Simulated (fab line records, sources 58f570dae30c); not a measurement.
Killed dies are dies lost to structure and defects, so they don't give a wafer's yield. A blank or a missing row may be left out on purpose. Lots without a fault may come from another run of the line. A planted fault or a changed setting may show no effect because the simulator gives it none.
One fault seen from 2 desks | flow berkeley_cmos170 | each desk has only its own numbers; what lay behind them comes last

THE TOOL OWNER'S DESK: implanter-04
The tool's own readings at UCB170_NWELL_IMPLANT_14: means of the sampled wafers that have a number, for each lot that ran on this tool. A lot is out of limits, marked OUT, if its mean lies more than 4 standard deviations from the usual mean; the brackets give that distance.
Columns: A = dose_ions_cm2 at UCB170_NWELL_IMPLANT_14, usual 9.998e+12; B = end_station_pressure_torr at UCB170_NWELL_IMPLANT_14, usual 5.01e-06 Torr; C = faraday_current_uA at UCB170_NWELL_IMPLANT_14, usual 31.6
lot  | first seen here | A                           | B        | C
L267 | day 2 18:21     | 9.993e+12                   | 5.21e-06 | 31.6
L269 | day 3 06:05     | 1.000e+13                   | 4.94e-06 | 31.6
L279 | day 5 01:01     | 9.990e+12                   | 4.77e-06 | 31.8
L282 | day 6 00:28     | 5.000e+13 (+99 or more) OUT | 5.00e-06 | 159.2 (+99 or more) OUT
L285 | day 6 07:01     | 5.000e+13 (+99 or more) OUT | 5.19e-06 | 160.7 (+99 or more) OUT
This desk's finding: out of limits on L282, L285; first on L282, day 6 00:28 (dose_ions_cm2 at UCB170_NWELL_IMPLANT_14). In limits: L267, L269, L279.

THE METROLOGY DESK
What the gauges read, lot by lot, whatever tool the lot ran on: means of the sampled wafers that have a number. A lot is out of limits, marked OUT, if its mean lies more than 4 standard deviations from the usual mean; the brackets give that distance.
Columns: A = NWELL_TW at UCB170_NWELL_TW_MEAS_16, usual 1242; B = PVT_TW at UCB170_PVT_TW_MEAS_09, usual 503.8
lot  | first seen here | A                      | B
L267 | day 2 18:35     | 1240                   | 503.3
L268 | day 3 02:29     | 1240                   | 503.2
L269 | day 3 06:20     | 1248                   | 505.4
L271 | day 3 13:27     | 1250                   | 504.9
L274 | day 4 05:43     | 1248                   | 505.0
L273 | day 4 05:49     | 1236                   | 505.0
L278 | day 5 01:07     | 1236                   | 509.1
L279 | day 5 01:14     | 1257                   | 510.5
L277 | day 5 01:31     | 1244                   | 503.7
L280 | day 5 11:29     | 1238                   | 501.3
L282 | day 6 00:43     | 2090 (+99 or more) OUT | 498.3
L285 | day 6 07:15     | 2075 (+99 or more) OUT | 503.2
L286 | day 6 16:49     | 1245                   | 502.2
L289 | day 7 13:59     | 1234                   | 503.5
This desk's finding: out of limits on L282, L285; first on L282, day 6 00:43 (NWELL_TW at UCB170_NWELL_TW_MEAS_16). In limits: L267, L268, L269, L271, L274, L273, L278, L279, L277, L280, L286, L289.

PUT TOGETHER
The tool owner's desk could have raised an alarm at day 6 00:28, on L282, L285.
The metrology desk could have raised an alarm at day 6 00:43, on L282, L285.
Of the lots named, all ran UCB170_NWELL_IMPLANT_14 on implanter-04.

WHAT THE SIMULATOR HAD PUT IN
Process parameter drift: implanter-04, from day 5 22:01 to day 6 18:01, at UCB170_NWELL_IMPLANT_14. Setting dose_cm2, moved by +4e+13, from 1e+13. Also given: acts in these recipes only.
Lots struck among those shown: L282, L285.
Hours from the fault's start to each desk's first reading out of limits: the tool owner's desk, 2; the metrology desk, 3.
